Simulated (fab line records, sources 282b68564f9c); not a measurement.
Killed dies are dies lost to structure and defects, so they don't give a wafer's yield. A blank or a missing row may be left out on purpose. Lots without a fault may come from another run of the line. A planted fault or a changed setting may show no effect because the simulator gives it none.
fab line records | flow rit_cmos | part 2 of 2: steps 34 to 46 of 46
record lots=5 wafers=15 last_day=7
route steps=202 shown NWELL@31 PWELL@39 WELLDRIVE@50 NRETRO@53 PRETRO@64 GATE@75
lots that met no fault: from a run of the same line without faults
start_h: hours from the record's first day to the start of the lot's first wafer shown | wait_h: hours since the lot's step before | " the same as in the row above | L1.1+2: a row that stands for several wafers | - no value, or no start given | * or withheld: withheld | < > ~ a bound
route shown NAME@n: a module of which the file shows steps, and the number in the route of the first | usual: mean/standard deviation of fault-free wafers | same: alike in all rows | chamber/n: place in a boat | sites: the reading at each site | _std_site: their standard deviation | _edge_site: outer sites' mean less inner sites' | radius_mm: how far each site lies from the wafer's centre | mask NAME#n: copy n | behind: the tool/chamber that last shaped the wafer | hold: why the lot was held/for how many hours/how that ended | device: the transistor (n, p or np) that didn't switch | end of line: the same wafers' tests at the end of the route | a step without rows: its recipe alone | killed: dies lost to structure and defects at the first sort, not the wafer's yield | map: a wafer's dies, x killed, . not, _ none there
set.NAME: the setting as run; set.NAME@STEP: as run at that earlier step | model.NAME: the simulator's own value behind a step, which no gauge read
lots at some steps of the route; a table a step, a row a wafer
services: from which hour (start_h, from the record's first day; less than 0 if before it) a tool's chamber was out of use, for how many hours, and why
## steps
# step RIT_PRETRO_HMDS_00
# recipe prime_time_s=60 prime_temp_c=140
# columns lot.wafer tool chamber start_h wait_h
L075.3+5+6 litho_track-02 0 36.70 0.1
L085.2+3+4 litho_track-02 0 85.44 0.1
L090.2+4+6 litho_track-03 0 109.82 0.1
L094.1+4+5 litho_track-02 0 130.66 0.1
L096.3+4+5 litho_track-02 0 139.81 0.1
# step RIT_PRETRO_COAT_01
# recipe resist=NOVOLAK spin_rpm=2000 resist_thk_nm=1300
# columns lot.wafer tool chamber start_h wait_h
L075.3+5+6 litho_track-02 0 36.85 0.1
L085.2+3+4 litho_track-02 0 85.59 0.1
L090.2+4+6 litho_track-03 0 109.97 0.1
L094.1+4+5 litho_track-02 0 130.81 0.1
L096.3+4+5 litho_track-02 0 139.96 0.1
# step RIT_PRETRO_SOFTBAKE_02
# recipe resist=NOVOLAK temp_c=90 time_s=60
# columns lot.wafer tool chamber start_h wait_h
L075.3+5+6 litho_track-02 0 37.00 0.1
L085.2+3+4 litho_track-02 0 85.74 0.1
L090.2+4+6 litho_track-03 0 110.12 0.1
L094.1+4+5 litho_track-02 0 130.96 0.1
L096.3+4+5 litho_track-02 0 140.11 0.1
# step RIT_PRETRO_EXPOSE_03
# recipe mask_id=M5 na=0.57 target_cd_nm=43700 dose_mj=250
# columns lot.wafer tool chamber start_h wait_h mask
L075.3+5+6 iline_stepper-01 0 37.14 0.1 M5#0
L085.2+3+4 iline_stepper-02 0 86.01 0.2 M5#0
L090.2+4+6 iline_stepper-02 0 110.27 0.1 M5#0
L094.1+4+5 iline_stepper-02 0 131.11 0.1 M5#0
L096.3+4+5 iline_stepper-01 0 140.37 0.2 M5#0
# step RIT_PRETRO_PEB_04
# recipe resist=NOVOLAK temp_c=withheld time_s=withheld
# columns lot.wafer tool chamber start_h wait_h
L075.3+5+6 litho_track-04 0 37.27 0.1
L085.2+3+4 litho_track-02 0 86.14 0.1
L090.2+4+6 litho_track-03 0 110.39 0.1
L094.1+4+5 litho_track-03 0 131.23 0.1
L096.3+4+5 litho_track-03 0 140.50 0.1
# step RIT_PRETRO_DEVELOP_05
# recipe resist=NOVOLAK develop_time_s=68 dev_temp_c=23
# columns lot.wafer tool chamber start_h wait_h
L075.3+5+6 litho_track-04 0 - -
L085.2+3+4 litho_track-02 0 - -
L090.2+4+6 litho_track-03 0 - -
L094.1+4+5 litho_track-03 0 - -
L096.3+4+5 litho_track-03 0 - -
# step RIT_PRETRO_OVL_MEAS_06
# usual PRETRO_OVL=-0.3/1.5
# columns lot.wafer tool chamber start_h wait_h PRETRO_OVL[nm]
L075.3 overlay-02 - 37.55 - -0.6
L075.5 " - " " 1.0
L075.6 " - " " 0.4
L085.2 overlay-01 - 86.43 - 3.7
L085.3 " - " " 2.3
L085.4 " - " " 0.8
L090.2 overlay-01 - 110.69 - -0.1
L090.4 " - " " 1.6
L090.6 " - " " 0.7
L094.1 overlay-02 - 131.54 - -2.5
L094.4 " - " " -3.0
L094.5 " - " " -2.9
L096.3 overlay-01 - 140.77 - -0.8
L096.4 " - " " -0.8
L096.5 " - " " -0.7
# step RIT_PRETRO_HARDBAKE_07
# recipe resist=NOVOLAK temp_c=140 time_s=120
# columns lot.wafer tool chamber start_h wait_h
L075.3+5+6 litho_track-03 0 37.65 0.1
L085.2+3+4 litho_track-04 0 86.56 0.1
L090.2+4+6 litho_track-02 0 110.76 0.1
L094.1+4+5 litho_track-03 0 131.58 0.0
L096.3+4+5 litho_track-02 0 140.88 0.1
# step RIT_PRETRO_IMPLANT_08
# recipe species=B energy_kev=45 dose_cm2=1.2e+13 tilt_deg=7
# usual beam_on_s=10.01/0.21 dose_ions_cm2=1.2002e+13/1.2e+10 tilt_deg=7.001/0.021
# columns lot.wafer tool chamber start_h wait_h beam_on_s dose_ions_cm2 tilt_deg
L075.3 implanter-03 0 37.87 0.2 9.87 1.1987e+13 7.007
L075.5 " 0 " " 10.09 1.1999e+13 7.034
L075.6 " 0 " " 9.58 1.2e+13 6.998
L085.2 implanter-03 0 86.79 0.2 9.93 1.1997e+13 6.992
L085.3 " 0 " " 9.98 1.2008e+13 6.980
L085.4 " 0 " " 9.89 1.2003e+13 6.978
L090.2 implanter-03 0 110.99 0.2 9.99 1.1999e+13 7.039
L090.4 " 0 " " 10.20 1.1995e+13 7.041
L090.6 " 0 " " 10.11 1.2008e+13 7.050
L094.1 implanter-02 0 131.83 0.2 9.93 1.1995e+13 7.003
L094.4 " 0 " " 9.82 1.1999e+13 6.947
L094.5 " 0 " " 10.27 1.1979e+13 6.976
L096.3 implanter-03 0 141.10 0.2 10.20 1.2002e+13 7.007
L096.4 " 0 " " 9.89 1.2019e+13 7.019
L096.5 " 0 " " 10.33 1.2009e+13 6.969
# step RIT_PRETRO_STRIP_09
# recipe chemistry=O2 time_s=180 resist=NOVOLAK platen_temp_c=withheld power_w=500 pressure_mtorr=4000 o2_flow_sccm=4000
# usual chamber_pressure_mTorr=4000/3.3 drypump_motor_current_A=5.7/0.39
# columns lot.wafer tool chamber start_h wait_h chamber_pressure_mTorr drypump_motor_current_A rf_hours_counter_h
L075.3 plasma_asher-04 0 38.03 0.1 3998 5.9 -
L075.5 " 1 " " 4002 5.7 -
L075.6 " 0 " " 4001 6.0 -
L085.2 plasma_asher-04 1 86.91 0.1 3995 5.7 43
L085.3 " 1 " " 3999 5.7 -
L085.4 " 0 " " 4001 5.9 -
L090.2 plasma_asher-03 1 111.12 0.1 3998 4.8 49
L090.4 " 0 " " 3999 5.8 -
L090.6 " 1 " " 3999 4.8 -
L094.1 plasma_asher-01 1 131.98 0.1 4000 6.1 51
L094.4 " 1 " " 4004 6.1 -
L094.5 " 1 " " 4002 6.2 -
L096.3 plasma_asher-04 0 141.25 0.1 4001 5.9 -
L096.4 " 1 " " 4001 5.7 -
L096.5 " 0 " " 3997 5.9 -
# step RIT_PRETRO_TW_MEAS_10
# usual PRETRO_TW=474/9.2
# columns lot.wafer tool chamber start_h wait_h PRETRO_TW
L075.3 film_metro-03 - 38.16 0.1 479
L075.5 " - " " 481
L075.6 " - " " 481
L085.2 film_metro-03 - 87.10 0.1 480
L085.3 " - " " 482
L085.4 " - " " 481
L090.2 film_metro-03 - 111.30 0.1 484
L090.4 " - " " 483
L090.6 " - " " 482
L094.1 film_metro-02 - 132.15 0.1 480
L094.4 " - " " 476
L094.5 " - " " 479
L096.3 film_metro-01 - 141.39 0.1 465
L096.4 " - " " 465
L096.5 " - " " 464
# step RIT_GATE_WET_ETCH_00
# recipe chemistry=BOE target=SiO2 target_depth_nm=56 time_s=60 dry=n2_spin dilution=10:1 temp_c=21.5
# columns lot.wafer tool chamber start_h wait_h
L075.3+5+6 wet_bench-04 3 38.20 0.0
L085.2+3+4 wet_bench-01 1 87.15 0.0
L090.2+4+6 wet_bench-01 1 111.35 0.0
L094.1+4+5 wet_bench-01 3 132.21 0.1
L096.3+4+5 wet_bench-03 1 141.43 0.0
# step RIT_GATE_CLEAN_01
# recipe chemistry=SC1 mix=3:3:50 time_s=600 temp_c=75
# usual bath_guard_temp_C=74.8/0.32
# columns lot.wafer tool chamber start_h wait_h bath_guard_temp_C
L075.3 wet_bench-01 1 38.23 0.0 74.4
L075.5 " 1 " " 74.7
L075.6 " 1 " " 74.1
L085.2 wet_bench-03 3 87.18 0.0 75.8
L085.3 " 3 " " 75.3
L085.4 " 3 " " 75.3
L090.2 wet_bench-03 1 111.38 0.0 74.9
L090.4 " 1 " " 74.9
L090.6 " 1 " " 74.8
L094.1 wet_bench-03 1 132.24 0.0 74.6
L094.4 " 1 " " 74.6
L094.5 " 1 " " 74.9
L096.3 wet_bench-01 2 141.46 0.0 75.4
L096.4 " 2 " " 75.3
L096.5 " 2 " " 75.2
## services
# columns tool chamber start_h hours kind
furnace-01 - 13.27 2.9 pm
plasma_asher-02 - 24.19 15.5 repair
wet_bench-03 - 34.69 1.0 repair
implanter-02 - 49.23 3.8 pm
iline_stepper-02 - 52.03 1.8 repair
iline_stepper-02 - 96.84 5.0 repair
plasma_asher-04 - 108.75 9.0 pm
plasma_asher-04 0 108.75 9.0 vent_cycle
plasma_asher-04 1 108.75 9.0 vent_cycle
furnace-02 - 114.22 2.1 pm
iline_stepper-02 - 117.01 1.7 pm
plasma_asher-04 0 117.75 - clean
plasma_asher-04 1 117.75 - clean
furnace-03 - 126.84 4.6 pm
implanter-04 - 127.63 15.8 pm
iline_stepper-02 - 132.21 2.2 repair
implanter-02 - 139.93 3.6 repair
